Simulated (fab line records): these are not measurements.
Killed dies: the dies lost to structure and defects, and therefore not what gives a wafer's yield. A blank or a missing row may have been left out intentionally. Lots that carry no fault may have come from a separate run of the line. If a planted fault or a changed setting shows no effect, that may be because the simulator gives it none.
One fault seen from 2 desks + flow rit cmos + each desk holds nothing but its own numbers, with what lay behind them at the end

AT THE METROLOGY DESK
What the gauges read, lot by lot, whatever tool the lot ran on: means of the sampled wafers that have a number. A lot is out of limits, marked OUT, if its mean lies more than 4 standard deviations from the usual mean; the brackets give that distance.
Columns: A = FOX2_OXIDE_THK at RIT_FOX2_THK_MEAS_01, usual 351 nm; B = FIELD_OXIDE_LEFT_1_THK at RIT_FOX2_THK_MEAS_90, usual 324 nm; C = NWELL_OVL at RIT_NWELL_OVL_MEAS_06, usual 0.6 nm; D = NWELL_RS at RIT_WELLDRIVE_RS_MEAS_01, usual 275.5 ohm/sq
| lot  | first seen here | A   | B   | C    | D               |
|------|-----------------|-----|-----|------|-----------------|
| L671 | day 1 19:13     | 345 | 317 | 0.1  | 274.6           |
| L672 | day 2 03:47     | 358 | 331 | 0.0  | 275.8           |
| L673 | day 2 05:04     | 350 | 322 | -0.7 | 276.0           |
| L675 | day 2 14:26     | 348 | 321 | 1.3  | 274.7           |
| L677 | day 3 00:31     | 345 | 317 | 0.5  | 275.3           |
| L678 | day 3 05:22     | 358 | 331 | 0.3  | 320.6 (+61) OUT |
| L685 | day 4 17:10     | 356 | 328 | 1.9  | 275.5           |
| L686 | day 4 23:52     | 362 | 334 | 1.5  | 275.9           |
| L687 | day 5 04:17     | 345 | 318 | -0.8 | 275.4           |
| L689 | day 5 12:52     | 347 | 319 | 0.1  | 275.9           |
| L690 | day 5 17:50     | 355 | 328 | -0.1 | 275.2           |
| L693 | day 6 09:53     | 347 | 320 | 0.3  | 275.0           |
| L694 | day 6 15:42     | 353 | 325 | 1.3  | 276.0           |
Finding of this desk: L678 out of limits, first seen on L678 at day 3 15:32 (NWELL_RS at RIT_WELLDRIVE_RS_MEAS_01). L671, L672, L673, L675, L677, L685, L686, L687, L689, L690, L693, L694: within limits.

TOOL OWNER'S DESK, furnace-03
At RIT_WELLDRIVE_ANNEAL_00 (time 14700 s), the tool's own readings, given per lot that ran on this tool as the mean of the sampled wafers with a number. A lot is out of limits, marked OUT, if its mean lies more than 4 standard deviations from the usual mean; the brackets give that distance.
Columns: A = run length s at RIT_WELLDRIVE_ANNEAL_00, usual 18264 s; B = tube_center_temp_C_max at RIT_WELLDRIVE_ANNEAL_00, usual 1102.8; C = zone power load pct at RIT_WELLDRIVE_ANNEAL_00, usual 42.3 %
| lot  | first seen here | A                      | B      | C    |
|------|-----------------|------------------------|--------|------|
| L671 | day 1 23:56     | 18260                  | 1102.6 | 44.3 |
| L673 | day 2 10:04     | 18247                  | 1102.7 | 44.4 |
| L678 | day 3 10:28     | 9435 (-99 or more) OUT | 1103.1 | 44.8 |
This desk finds L678 out of limits, L678 being first, at day 3 10:28 (run length s at RIT_WELLDRIVE_ANNEAL_00). L671, L673: within limits.

TAKEN TOGETHER
The tool owner's desk had the chance to raise an alarm at day 3 10:28 on L678.
At day 3 15:32 the metrology desk could have sounded an alarm, on L678.
Every lot named ran RIT_WELLDRIVE_ANNEAL_00 on furnace-03.

WHAT THE SIMULATOR HAD INSERTED
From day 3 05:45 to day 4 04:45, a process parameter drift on furnace-03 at RIT_WELLDRIVE_ANNEAL_00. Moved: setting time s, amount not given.
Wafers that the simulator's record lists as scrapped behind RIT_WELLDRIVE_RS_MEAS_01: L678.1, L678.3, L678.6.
Lots struck among those shown: L678.
Hours from the fault's start to each desk's first reading out of limits: the tool owner's desk, 5; the metrology desk, 10.
